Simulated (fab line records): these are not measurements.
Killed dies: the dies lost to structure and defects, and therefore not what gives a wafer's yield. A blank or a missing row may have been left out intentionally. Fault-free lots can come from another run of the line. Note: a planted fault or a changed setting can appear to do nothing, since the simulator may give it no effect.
Which tool is to blame? ; flow berkeleyCmos170 ; Sampling: 13 lots, 39 wafers, 4 of 331 route steps

== WHAT THE GAUGES READ, wafer by wafer ==
UCB170_SDANNEAL_RS_MEAS_05: the measuring method here is four-point-probe. Usual: NLDD_RS typically reads 615.7 ohm/sq, with standard deviation 1.7.
lot;measured;on;NLDD_RS (ohm/sq);flag
L552;day 7 10:38;filmMetro-04;616.8 616.9 615.3;
L553;day 8 14:53;filmMetro-02;616.5 617.5 618.1;
L554;day 8 15:05;filmMetro-03;617.0 618.0 617.7;
L555;day 8 15:16;filmMetro-04;614.4 616.2 614.6;
L557;day 9 10:35;filmMetro-02;613.5 613.7 614.6;
L568;day 11 06:32;filmMetro-04;617.4 616.1 617.5;
L572;day 12 09:11;filmMetro-04;613.8 614.4 613.9;
L569;day 12 09:28;filmMetro-03;616.8 617.2 615.8;
L571;day 12 09:45;filmMetro-02;613.7 615.2 615.0;
L574;day 12 10:07;filmMetro-03;616.0 616.4 617.5;
L573;day 12 10:14;filmMetro-02;611.7 614.5 610.3;
L570;day 12 10:14;filmMetro-04;616.1 614.5 614.6;
L575;day 12 12:11;filmMetro-04;617.5 616.9 617.8;

UCB170_M3_CD_MEAS_90: target cd 700 nm. Usual: 700 nm for cdNm, sd 4.2.
lot;measured;on;cdNm (nm);flag
L552;day 8 07:09;cdSem-01;691 693 699;
L553;day 9 17:57;cdSem-01;695 702 694;
L554;day 9 18:13;cdSem-01;701 699 699;
L555;day 9 17:58;cdSem-02;704 707 707;
L557;day 10 10:37;cdSem-02;699 705 696;
L568;day 12 08:41;cdSem-02;698 701 697;
L572;day 13 07:05;cdSem-02;695 705 701;
L569;day 13 13:54;cdSem-01;696 698 694;
L571;day 13 18:03;cdSem-01;702 701 700;
L574;day 13 14:18;cdSem-01;703 700 701;
L573;day 13 16:14;cdSem-02;699 702 700;
L570;day 13 11:22;cdSem-02;703 706 701;
L575;day 13 18:11;cdSem-01;699 698 699;

== TOOL THAT RAN EACH LOT (tool first, then ch and the chambers of the sampled wafers, then the start) ==
lot;UCB170_V2_EXPOSE_09;UCB170_M3_STRIP_07
L552;krfScanner-01 ch 0, day 8 03:23;plasmaAsher-04 ch 0,1, day 8 05:31
L553;krfScanner-01 ch 0, day 9 12:28;plasmaAsher-03 ch 0,1, day 9 14:44
L554;krfScanner-01 ch 0, day 9 12:48;plasmaAsher-02 ch 0,1, day 9 15:02
L555;krfScanner-02 ch 0, day 9 12:01;plasmaAsher-02 ch 0,1, day 9 14:35
L557;krfScanner-01 ch 0, day 10 06:59;plasmaAsher-02 ch 0,1, day 10 08:52
L568;krfScanner-02 ch 0, day 12 04:29;plasmaAsher-03 ch 0,1, day 12 06:27
L572;krfScanner-02 ch 0, day 13 01:46;plasmaAsher-03 ch 0,1, day 13 04:00
L569;krfScanner-01 ch 0, day 13 08:13;plasmaAsher-03 ch 0,1, day 13 11:02
L571;krfScanner-01 ch 0, day 13 13:26;plasmaAsher-03 ch 0,1, day 13 15:50
L574;krfScanner-02 ch 0, day 13 07:38;plasmaAsher-02 ch 0,1, day 13 10:52
L573;krfScanner-01 ch 0, day 13 11:41;plasmaAsher-03 ch 1, day 13 13:51
L570;krfScanner-02 ch 0, day 13 04:49;plasmaAsher-03 ch 0,1, day 13 08:14
L575;krfScanner-02 ch 0, day 13 13:07;plasmaAsher-02 ch 0,1, day 13 15:28
- UCB170_V2_EXPOSE_09: exposes mask VIA2, target cd 700 nm.
- UCB170_M3_STRIP_07: strips in O2.

== WHAT THE TOOLS THEMSELVES READ (means of the sampled wafers that have a number; where no wafer has one, the mark that the record gives instead) ==
UCB170_V2_EXPOSE_09. Usual: exposureDoseMJCm2 37.01, standard deviation 0.035; stageVelMmS 499.96 mm/s, standard deviation 0.26.
lot;tool;exposureDoseMJCm2;stageVelMmS (mm/s);flag
L552;krfScanner-01;37.00;500.08;
L553;krfScanner-01;36.96;500.10;
L554;krfScanner-01;37.07;500.23;
L555;krfScanner-02;37.05;499.94;
L557;krfScanner-01;36.78;499.96;OFF
L568;krfScanner-02;37.01;500.08;
L572;krfScanner-02;37.00;499.87;
L569;krfScanner-01;36.99;499.85;
L571;krfScanner-01;37.00;500.41;
L574;krfScanner-02;37.02;499.79;
L573;krfScanner-01;37.01;500.10;
L570;krfScanner-02;36.95;500.10;
L575;krfScanner-02;36.98;499.80;

UCB170_M3_STRIP_07. Usual: drypumpMotorCurrentA 5.6 A, standard deviation 0.48; oesProductAu 0.735 a.u., standard deviation 0.0049; stripTimeToEndpointS 21.97 s, standard deviation 0.055.
lot;tool;drypumpMotorCurrentA (A);oesProductAu (a.u.);stripTimeToEndpointS (s);flag
L552;plasmaAsher-04;5.4;0.738;22.01;
L553;plasmaAsher-03;5.2;0.736;21.99;
L554;plasmaAsher-02;5.8;0.731;21.95;
L555;plasmaAsher-02;5.8;0.733;22.02;
L557;plasmaAsher-02;5.8;0.735;21.94;
L568;plasmaAsher-03;5.2;0.734;21.93;
L572;plasmaAsher-03;5.6;0.732;21.97;
L569;plasmaAsher-03;5.6;0.736;21.93;
L571;plasmaAsher-03;5.2;0.734;22.01;
L574;plasmaAsher-02;5.8;0.733;22.04;
L573;plasmaAsher-03;4.9;0.736;22.03;
L570;plasmaAsher-03;5.6;0.732;21.92;
L575;plasmaAsher-02;5.8;0.737;21.90;

== THE ANSWER, worked out from the rows above alone ==
Rule: a lot is off if the mean of its wafers that have a number lies more than 3 standard deviations from the usual mean. A lot without any number at a reading at which 4 lots or more have one is off too. All remaining lots with rows at the step are treated as sound. Order of review: gauges by route order, followed by the tools' own readings, for which a lot's mean as printed above is used. The first step at which some lot is off is used, and at that step the reading that is off furthest; a lot without a number counts as furthest.
Off, at UCB170_V2_EXPOSE_09 on exposureDoseMJCm2: L557.
A tool fits if, at that step or a process step before it, it ran every lot that is off, and no sound lot after the first of them. Not one of the candidates tried fits.

== WHAT THE SIMULATOR PUT IN ==
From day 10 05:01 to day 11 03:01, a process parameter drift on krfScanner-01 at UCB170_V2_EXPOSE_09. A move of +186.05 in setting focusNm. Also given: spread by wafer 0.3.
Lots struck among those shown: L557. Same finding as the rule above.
